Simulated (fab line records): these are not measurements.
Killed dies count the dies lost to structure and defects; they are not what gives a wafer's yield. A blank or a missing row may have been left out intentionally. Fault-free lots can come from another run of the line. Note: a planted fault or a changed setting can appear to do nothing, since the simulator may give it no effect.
Code-filled problem report in 8D (eight disciplines) form / flow rit_cmos / the parts of the form that need people (team, actions taken, sign-off) are left out

1. WHAT WENT WRONG
GATE_OVL at RIT_GATE_OVL_MEAS_17 reads a mean of 239.3 nm on 12 wafers of 4 lots; wafers without a fault read -0.3 nm with a standard deviation of 1.5. That is +99 or more standard deviations from the usual mean.
The first sign was on wafer L601.3 at day 5 05:41, on overlay-02. The record holds 48 wafers of 16 lots with a number at this step. Rule for "out", or "out of limits": more than 4 standard deviations from the usual mean. The rest of the wafers with a number are treated as sound.

2. WHAT IT IS, WHAT IT ISN'T
question=which readings at this step | is=GATE_OVL | is not=-
question=which lots | is=L601, L602, L604, L605 | is not=L589, L590, L591, L592, L594, L595, L596, L598, L606, L607, L609, L612
question=which wafers of those lots | is=all that have a number | is not=-
question=read on which gauges | is=overlay-01, overlay-02 | is not=-
question=when | is=from day 5 05:41 | is not=up to then (24 sound wafers); but 12 sound wafers of L606, L607, L609, L612 came after

3. SUSPECTS, AND WHAT RULES EACH OUT
Counting: a tool stays on the suspect list if, at a process step up to the reading, it processed all lots that are out and no sound lot following the first of them.
- the gauge at RIT_GATE_OVL_MEAS_17: ruled out. The wafers that are out were read on 2 gauges (overlay-01, overlay-02).
- iline_stepper-02 at RIT_GATE_EXPOSE_13 (exposes mask M6, target cd 150 nm): kept. Every lot that is out went through it, starting with L601 (day 5 05:07), and after that it ran no sound lot; the last sound lot it ran before then is L594 (day 3 18:49).
Left after counting: iline_stepper-02 at RIT_GATE_EXPOSE_13.

4. THE CAUSE (what the simulator had put in)
Scanner matching overlay: iline_stepper-02, from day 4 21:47 on, at RIT_GATE_EXPOSE_13. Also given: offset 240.
This tool alone remained once counting was done.

5. SEQUENCE OF EFFECTS, ordered by route
Rows list readings where the struck wafers' mean (over those with a number) sits beyond 3 standard deviations from the usual. Only readings whose record carries a usual standard deviation are examined. hours: median over the lots of the time between each lot's start at the first step of this table that gives one and its start at this step. sigmas: the change, counted in usual standard deviations.
hours=0; step=RIT_GATE_OVL_MEAS_17; reading=GATE_OVL; usual=-0.3 nm; on struck wafers=239.3; change=+239.6; sigmas=+99 or more
Later measuring or inspecting steps at which every struck wafer that the step has a row for has a number for every such reading, and none has moved that far: RIT_CONTACT_THK_MEAS_01.

6. HOW IT WOULD HAVE BEEN CAUGHT EARLIER
The first out-of-limits reading at a measuring or inspecting step in this record came at day 5 05:41, 8 hours after the fault's start at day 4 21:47.
L602, L604, L605, from the lots that are out (4), started RIT_GATE_EXPOSE_13 on iline_stepper-02 later than day 5 05:41. A hold on the tool at that time would have spared those 3.
